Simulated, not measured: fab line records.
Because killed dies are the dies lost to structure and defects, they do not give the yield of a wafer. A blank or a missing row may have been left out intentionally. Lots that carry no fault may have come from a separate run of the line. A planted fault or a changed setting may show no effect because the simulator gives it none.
Comparing a struck lot with a sound one | flow berkeley-cmos170 | 43 steps out of a route of 331
Sound: these wafers, L915.2, L915.3, L915.5. Wafers L923.2, L923.4, L923.5 were the ones struck. The cause is named last.
Each step with rows lists, per side, the tool, then ch with its chambers, then its first start. Under that, the readings that differ: sound wafers | struck wafers | difference of the means | sigmas: that difference in standard deviations of wafers without a fault.
alike: same words and numbers on both sides, and readings whose means sit less than 2 such deviations apart. not compared: any withheld reading, any reading some wafer has no value for, any bound like >300 that may hide the same value, and any number with overlapping values for which the record gives no deviation.
Wherever a step has rows on one side only, a row that says differs or no value, or a row with sigmas, the two part there. When numbers do not overlap yet have no deviation, they are printed without sigmas and do not part them. A reading missing from all wafers of one side parts the sides only when that side holds two or more wafers.

UCB170_SDANNEAL_RTA_01: time 5 s.
  sound on rtp-anneal-02 ch 0, day 7 01:49; struck on rtp-anneal-01 ch 0, day 9 02:35
  alike: lamp-power-pct, wafer_temp_C_max
UCB170_SDANNEAL_RS_MEAS_02: a four-point-probe measurement.
  struck on film-metro-02, day 9 02:40; sound on film-metro-03, day 7 01:53
  alike: PSD_RS
UCB170_SDANNEAL_RS_MEAS_03: a four-point-probe measurement.
  struck on film-metro-02, day 9 02:47; sound on film-metro-03, day 7 02:01
  alike: NSD_RS
UCB170_SDANNEAL_RS_MEAS_04: a four-point-probe measurement.
  struck on film-metro-02, day 9 02:54; sound on film-metro-03, day 7 02:08
  alike: PLDD_RS
UCB170_SDANNEAL_RS_MEAS_05: a four-point-probe measurement.
  struck on film-metro-02, day 9 03:01; sound on film-metro-03, day 7 02:15
  reading          | sound             | struck            | difference | sigmas
  NLDD_RS (ohm/sq) | 618.4 618.2 618.7 | 615.7 614.5 614.7 | -3.5       | -2
then, 1 step without rows for these wafers: UCB170_SILICIDE_PRE_CLEAN_00 (preclean etch time 60 s).
UCB170_SILICIDE_SPUTTER_01: material Ti, target thk 30 nm, time 25 s.
  struck on pvd-sputter-01, day 9 03:11; sound on pvd-sputter-03, day 7 02:25
  alike: throttle-valve-pct
UCB170_SILICIDE_RS_MEAS_02: a four-point-probe measurement.
  struck on film-metro-01, day 9 03:14; sound on film-metro-04, day 7 02:28
  alike: SILICIDE_TI_RS
UCB170_SILICIDE_THK_MEAS_03: measures by xrf.
  struck on film-metro-01, day 9 03:20; sound on film-metro-04, day 7 02:35
  alike: SILICIDE_TI_THK
then, 3 steps without rows for these wafers: UCB170_SILICIDE_RTA_04 (time 15 s); UCB170_SILICIDE_WET_ETCH_05 (etches Ti in SPM, time 45 s); UCB170_CONTACT_CLEAN_00 (cleans in SPM, time 600 s).
UCB170_CONTACT_CVD_01: deposits PSG from SiH4/O2/PH3, target thk 700 nm, time 2820 s.
  sound on lpcvd-02 ch 0, day 7 04:23; struck on lpcvd-02 ch 1, day 9 03:40
  alike: spike-tc-centre-C, zone-power-source-pct
UCB170_CONTACT_THK_MEAS_02:
  struck on film-metro-01, day 9 05:28; sound on film-metro-02, day 7 06:10
  reading              | sound       | struck      | difference | sigmas
  CONTACT_PSG_THK (nm) | 702 701 701 | 682 681 683 | -19        | -3
then, 5 steps without rows for these wafers: UCB170_CONTACT_HMDS_03 (prime time 60 s); UCB170_CONTACT_COAT_04 (resist thk 900 nm); UCB170_CONTACT_SOFTBAKE_05 (time 60 s); UCB170_CONTACT_STRIP_06 (strips in O2); UCB170_CONTACT_CLEAN_07 (cleans in SPM, time 600 s).
UCB170_CONTACT_RTA_08: time 10 s.
  sound on rtp-anneal-02 ch 0, day 7 07:05; struck on rtp-anneal-01 ch 0, day 9 06:49
  alike: lamp-power-pct, wafer_temp_C_max
then, 6 steps without rows for these wafers: UCB170_CONTACT_COAT_09; UCB170_CONTACT_COAT_10 (resist thk 900 nm); UCB170_CONTACT_SOFTBAKE_11 (time 60 s); UCB170_CONTACT_EXPOSE_12 (exposes mask CONT, target cd 700 nm); UCB170_CONTACT_PEB_13; UCB170_CONTACT_DEVELOP_14 (develop time 45 s).
UCB170_CONTACT_CD_MEAS_15 targets a cd of 700 nm.
  struck on cd-sem-02, day 9 08:08; sound on cd-sem-01, day 7 08:10
  alike: cd-nm
UCB170_CONTACT_OVL_MEAS_16:
  struck on overlay-01, day 9 08:14; sound on overlay-02, day 7 08:16
  alike: CONTACT_OVL
then, 1 step without rows for these wafers: UCB170_CONTACT_ETCH_17 (etches BARC in N2/H2).
UCB170_CONTACT_ETCH_18: etches PSG in CHF3/CF4/Ar, stops on TiSi2, target depth 840 nm, time 195 s.
  sound: rie-diel-02 ch 0,1,2; struck: rie-diel-01 ch 0,1,3
  alike: drypump-motor-current-A, oes-product-au, throttle-valve-pct
  not compared: rf-hours-counter-h
then, 1 step without rows for these wafers: UCB170_CONTACT_STRIP_19 (strips in O2).
UCB170_CONTACT_CD_MEAS_90 targets a cd of 700 nm.
  struck on cd-sem-01, day 9 08:33; sound on cd-sem-01, day 7 08:35
  alike: cd-nm
then, 1 step without rows for these wafers: UCB170_CONTACT_CLEAN_20 (cleans in SPM, time 600 s).
UCB170_M1_SPUTTER_00: material Al, target thk 600 nm, time 80 s.
  struck on pvd-sputter-04, day 9 09:37; sound on pvd-sputter-01, day 7 08:53
  alike: throttle-valve-pct
UCB170_M1_RS_MEAS_01: a four-point-probe measurement.
  struck on film-metro-03, day 9 09:41; sound on film-metro-03, day 7 08:58
  alike: M1_AL_RS
UCB170_M1_THK_MEAS_02: measures by xrf.
  struck on film-metro-03, day 9 09:48; sound on film-metro-03, day 7 09:04
  alike: M1_AL_THK
then, 6 steps without rows for these wafers: UCB170_M1_COAT_03; UCB170_M1_COAT_04 (resist thk 900 nm); UCB170_M1_SOFTBAKE_05 (time 60 s); UCB170_M1_EXPOSE_06 (exposes mask METAL1, target cd 700 nm); UCB170_M1_PEB_07; UCB170_M1_DEVELOP_08 (develop time 45 s).
UCB170_M3_PROBE_99:
  rows exist in the record for the struck wafers here (prober-01, day 10 05:16), but not for the sound ones

## WHERE THEY PART
At UCB170_SDANNEAL_RS_MEAS_05 first; at UCB170_M3_PROBE_99 last (within this record only).

WHY: whatever the simulator had introduced
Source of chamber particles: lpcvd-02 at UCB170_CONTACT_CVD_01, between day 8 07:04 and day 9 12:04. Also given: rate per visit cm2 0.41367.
